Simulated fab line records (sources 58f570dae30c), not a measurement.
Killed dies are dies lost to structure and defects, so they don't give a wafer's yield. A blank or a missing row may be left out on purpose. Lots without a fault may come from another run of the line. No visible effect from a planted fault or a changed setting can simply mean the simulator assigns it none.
Which tool is to blame? -- flow berkeleyCmos170 -- 7 lots, 21 wafers sampled, at 1 step of a route of 331

## WHAT THE GAUGES READ, wafer by wafer
UCB170_START_BOW_MEAS_00.
lot,measured,on,INCOMING_BOW (um)
L345,day 1 15:00,filmMetro-01,1 -13 -1
L347,day 2 01:01,filmMetro-03,-5 -3 4
L351,day 2 21:02,filmMetro-03,1 6 -7
L353,day 3 07:01,filmMetro-04,7 -2 0
L357,day 4 03:00,filmMetro-01,-5 -13 -4
L364,day 5 14:02,filmMetro-03,-7 -1 -4
L367,day 6 05:00,filmMetro-03,-5 2 -9

## EACH LOT AND THE TOOL THAT RAN IT (in order: tool; ch and the chambers of the sampled wafers; start)
The record holds no process step before these readings.

## THE ANSWER, worked out from the rows above alone
Rule: the usual values come from the lots themselves. The widest of any qualifying gaps counts: lots, ordered by their means at a reading, are off when they make up no more than a third of the lots, leave a main group of 4 or more, and stand apart from it by 3 or more times the standard deviation of that group's means. The tables above print the reading to a certain number of digits; a main group whose means all agree to those digits is not used. Also off: a lot with no number at a reading for which 4 or more lots have one. All remaining lots with rows at the step are treated as sound.
Across all readings shown, no lot is off: no conclusion can be drawn from this.

## WHAT THE SIMULATOR HAD PUT IN
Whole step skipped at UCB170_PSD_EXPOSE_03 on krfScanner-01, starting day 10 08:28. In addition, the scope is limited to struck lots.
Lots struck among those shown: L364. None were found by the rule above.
